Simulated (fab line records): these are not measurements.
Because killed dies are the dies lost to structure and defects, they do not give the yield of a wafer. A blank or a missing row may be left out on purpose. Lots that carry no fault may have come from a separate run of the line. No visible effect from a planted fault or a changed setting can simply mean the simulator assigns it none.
Struck lot and sound lot, side by side :: flow berkeley cmos170 :: 17 steps out of a route of 331
Sound: the wafers L430.1, L430.2, L430.4. Struck: wafer L436.2. The cause is named last.
At each step with rows: each side's tool, then ch and its chambers, then its first start. Under that, the readings that differ: sound wafers :: struck wafers :: difference of the means :: sigmas: that difference in standard deviations of wafers without a fault.
alike: same words and numbers on both sides, and readings whose means sit less than 2 such deviations apart. not compared: any withheld reading, any reading some wafer has no value for, any bound like >300 that may hide the same value, and any number with overlapping values for which the record gives no deviation.
Wherever a step has rows on one side only, a row that says differs or no value, or a row with sigmas, the two part there. Non-overlapping numbers with no deviation appear without sigmas and do not part them. A reading missing from all wafers of one side parts the sides only when that side holds two or more wafers.

first, 3 steps without rows for these wafers: UCB170_BACKSIDE_HMDS_00 (prime time 60 s); UCB170_BACKSIDE_COAT_01 (resist thk 900 nm); UCB170_BACKSIDE_SOFTBAKE_02 (time 60 s).
UCB170_BACKSIDE_STRIP_03: strips in O2.
  sound on plasma asher-02 ch 0,1, day 6 12:01; struck on plasma asher-02 ch 0, day 7 21:02
  alike: drypump motor current A, oes product au, strip time to endpoint s
  not compared: rf hours counter h
then, 1 step without rows for these wafers: UCB170_BACKSIDE_CLEAN_04 (cleans in SPM, time 600 s).
UCB170_SDANNEAL_RTA_00: time 10 s.
  sound on rtp anneal-02 ch 0, day 6 12:20; struck on rtp anneal-01 ch 0, day 7 21:21
reading: lamp power pct (%)
sound: 21.0 21.0 21.0
struck: 26.1
difference: +5.1
sigmas: +2
  alike: anneal temp c max, wafer_temp_C_max
UCB170_SDANNEAL_RTA_01: time 5 s.
  sound on rtp anneal-02 ch 0, day 6 12:24; struck on rtp anneal-01 ch 0, day 7 21:25
reading: lamp power pct (%)
sound: 32 32 32
struck: 40
difference: +8
sigmas: +2
  alike: anneal temp c max, wafer_temp_C_max
UCB170_SDANNEAL_RS_MEAS_02: uses a four-point probe to measure.
  struck on film metro-02, day 7 21:29; sound on film metro-03, day 6 12:28
  alike: PSD_RS
UCB170_SDANNEAL_RS_MEAS_03: uses a four-point probe to measure.
  struck on film metro-02, day 7 21:36; sound on film metro-03, day 6 12:35
  alike: NSD_RS
UCB170_SDANNEAL_RS_MEAS_04: uses a four-point probe to measure.
  struck on film metro-02, day 7 21:43; sound on film metro-03, day 6 12:42
  alike: PLDD_RS
UCB170_SDANNEAL_RS_MEAS_05: uses a four-point probe to measure.
  struck on film metro-02, day 7 21:50; sound on film metro-03, day 6 12:49
  alike: NLDD_RS
then, 1 step without rows for these wafers: UCB170_SILICIDE_PRE_CLEAN_00 (preclean etch time 60 s).
UCB170_SILICIDE_SPUTTER_01: material Ti, target thk 30 nm, time 25 s.
  struck on pvd sputter-02, day 7 22:01; sound on pvd sputter-02, day 6 13:01
reading: model.Ti_of_SILICIDE_SPUTTER_01.thk nm (nm)
sound: 29.65 29.26 29.67
struck: 24.83
difference: -4.70
sigmas: 
  alike: throttle valve pct
UCB170_SILICIDE_RS_MEAS_02: uses a four-point probe to measure.
  struck on film metro-04, day 7 22:21; sound on film metro-04, day 6 13:02
reading: SILICIDE_TI_RS (ohm/sq)
sound: 26.5 26.9 26.5
struck: 33.0
difference: +6.4
sigmas: +16
  not compared: hold
UCB170_SILICIDE_THK_MEAS_03: measures by xrf.
  struck on film metro-04, day 8 06:27; sound on film metro-04, day 6 13:10
reading: SILICIDE_TI_THK (nm)
sound: 29.6 29.3 29.6
struck: 24.7
difference: -4.8
sigmas: -11
  not compared: hold
UCB170_SILICIDE_RTA_04: time 15 s.
  sound on rtp anneal-02 ch 0, day 6 13:13; struck on rtp anneal-02 ch 0, day 8 12:31
reading: hold
sound: - - -
struck: await dispo/6.0h/release
difference: no value on the sound wafers
sigmas: 
  alike: anneal temp c max, lamp power pct, wafer_temp_C_max
UCB170_M3_PROBE_99:
  rows exist in the record for the struck wafers here (prober-01, day 9 10:29), but not for the sound ones

## WHERE THEY PART
Last at UCB170_M3_PROBE_99 as far as this record goes, first at UCB170_SDANNEAL_RTA_00.

WHY: the cause the simulator had injected
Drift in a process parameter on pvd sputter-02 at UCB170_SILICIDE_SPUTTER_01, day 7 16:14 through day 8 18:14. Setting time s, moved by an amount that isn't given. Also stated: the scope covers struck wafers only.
